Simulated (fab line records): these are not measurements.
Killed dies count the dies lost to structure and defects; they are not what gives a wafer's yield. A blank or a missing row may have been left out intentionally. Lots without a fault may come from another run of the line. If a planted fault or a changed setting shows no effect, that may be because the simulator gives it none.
What tool caused it? + flow rit cmos + 16 lots, 48 wafers sampled, at 2 steps of a route of 202

== WHAT THE GAUGES READ, wafer by wafer ==
RIT_SDANNEAL_RS_MEAS_04: a four-point-probe measurement. Usual: PSD_RS 115.8 ohm/sq, standard deviation 0.3.
| lot  | measured    | on            | PSD_RS (ohm/sq)   | flag |
|------|-------------|---------------|-------------------|------|
| L170 | day 3 06:09 | film metro-04 | 116.2 116.0 115.8 |      |
| L171 | day 3 08:22 | film metro-04 | 115.5 115.5 116.0 |      |
| L172 | day 3 13:21 | film metro-01 | 115.8 115.7 115.9 |      |
| L173 | day 3 18:47 | film metro-04 | 115.5 115.6 115.6 |      |
| L174 | day 3 22:31 | film metro-04 | 115.5 115.7 115.7 |      |
| L175 | day 4 02:13 | film metro-04 | 115.5 115.6 115.7 |      |
| L176 | day 4 10:21 | film metro-02 | 116.0 116.1 116.1 |      |
| L177 | day 4 17:10 | film metro-02 | 116.2 116.3 116.3 |      |
| L178 | day 4 19:33 | film metro-02 | 115.9 116.0 116.0 |      |
| L179 | day 4 22:55 | film metro-04 | 116.1 115.9 115.9 |      |
| L182 | day 5 17:57 | film metro-01 | 115.9 116.2 116.2 |      |
| L183 | day 5 20:07 | film metro-02 | 116.4 116.4 115.9 |      |
| L187 | day 7 03:08 | film metro-02 | 50.6 50.6 50.5    | OFF  |
| L188 | day 7 03:23 | film metro-01 | 50.4 50.4 50.4    | OFF  |
| L189 | day 7 16:39 | film metro-01 | 50.4 50.4 50.4    | OFF  |
| L190 | day 8 03:23 | film metro-01 | 50.6 50.6 50.5    | OFF  |

== EACH LOT AND THE TOOL THAT RAN IT (in order: tool; ch and the chambers of the sampled wafers; start) ==
| lot  | RIT_PSD_IMPLANT_08             |
|------|--------------------------------|
| L170 | implanter-02 ch 0, day 3 05:08 |
| L171 | implanter-04 ch 0, day 3 07:12 |
| L172 | implanter-04 ch 0, day 3 12:29 |
| L173 | implanter-04 ch 0, day 3 17:58 |
| L174 | implanter-01 ch 0, day 3 21:40 |
| L175 | implanter-02 ch 0, day 4 01:25 |
| L176 | implanter-01 ch 0, day 4 09:33 |
| L177 | implanter-02 ch 0, day 4 16:15 |
| L178 | implanter-01 ch 0, day 4 18:44 |
| L179 | implanter-04 ch 0, day 4 22:07 |
| L182 | implanter-04 ch 0, day 5 17:09 |
| L183 | implanter-04 ch 0, day 5 19:20 |
| L187 | implanter-01 ch 0, day 7 02:20 |
| L188 | implanter-02 ch 0, day 7 02:35 |
| L189 | implanter-04 ch 0, day 7 15:50 |
| L190 | implanter-02 ch 0, day 8 02:35 |
- RIT_PSD_IMPLANT_08

== AS READ BY THE TOOLS THEMSELVES (means over the sampled wafers that have a number; for cases with no such wafer, the mark the record gives instead) ==
RIT_PSD_IMPLANT_08. Usual: end station pressure torr reads 1.47e-05 Torr (standard deviation 1.1e-06).
| lot  | tool         | end station pressure torr (Torr) | flag |
|------|--------------|----------------------------------|------|
| L170 | implanter-02 | 1.51e-05                         |      |
| L171 | implanter-04 | 1.57e-05                         |      |
| L172 | implanter-04 | 1.64e-05                         |      |
| L173 | implanter-04 | 1.54e-05                         |      |
| L174 | implanter-01 | 1.36e-05                         |      |
| L175 | implanter-02 | 1.36e-05                         |      |
| L176 | implanter-01 | 1.34e-05                         |      |
| L177 | implanter-02 | 1.38e-05                         |      |
| L178 | implanter-01 | 1.33e-05                         |      |
| L179 | implanter-04 | 1.53e-05                         |      |
| L182 | implanter-04 | 1.56e-05                         |      |
| L183 | implanter-04 | 1.57e-05                         |      |
| L187 | implanter-01 | 1.43e-05                         |      |
| L188 | implanter-02 | 1.41e-05                         |      |
| L189 | implanter-04 | 1.46e-05                         |      |
| L190 | implanter-02 | 1.44e-05                         |      |

== THE ANSWER, worked out from the rows above alone ==
Rule: take the mean of a lot's wafers that have a number; if it is more than 3 standard deviations from the usual mean, the lot is off. Also off: a lot with no number at a reading for which 4 or more lots have one. All remaining lots with rows at the step are treated as sound. The gauges are gone through in route order, then the tools' own readings, and for those a lot's mean is taken as printed above. At the first step where some lot is off, the reading lying furthest off is the one used; lots without a number count as furthest.
Off: L187, L188, L189, L190, seen at RIT_SDANNEAL_RS_MEAS_04 (PSD_RS).
A tool fits if, at a process step before that reading, it ran every lot that is off, and no sound lot after the first of them. Gauges at RIT_SDANNEAL_RS_MEAS_04: tried the same way as those tools. No candidate that was tried fits.

== WHAT HAD BEEN PUT IN BY THE SIMULATOR ==
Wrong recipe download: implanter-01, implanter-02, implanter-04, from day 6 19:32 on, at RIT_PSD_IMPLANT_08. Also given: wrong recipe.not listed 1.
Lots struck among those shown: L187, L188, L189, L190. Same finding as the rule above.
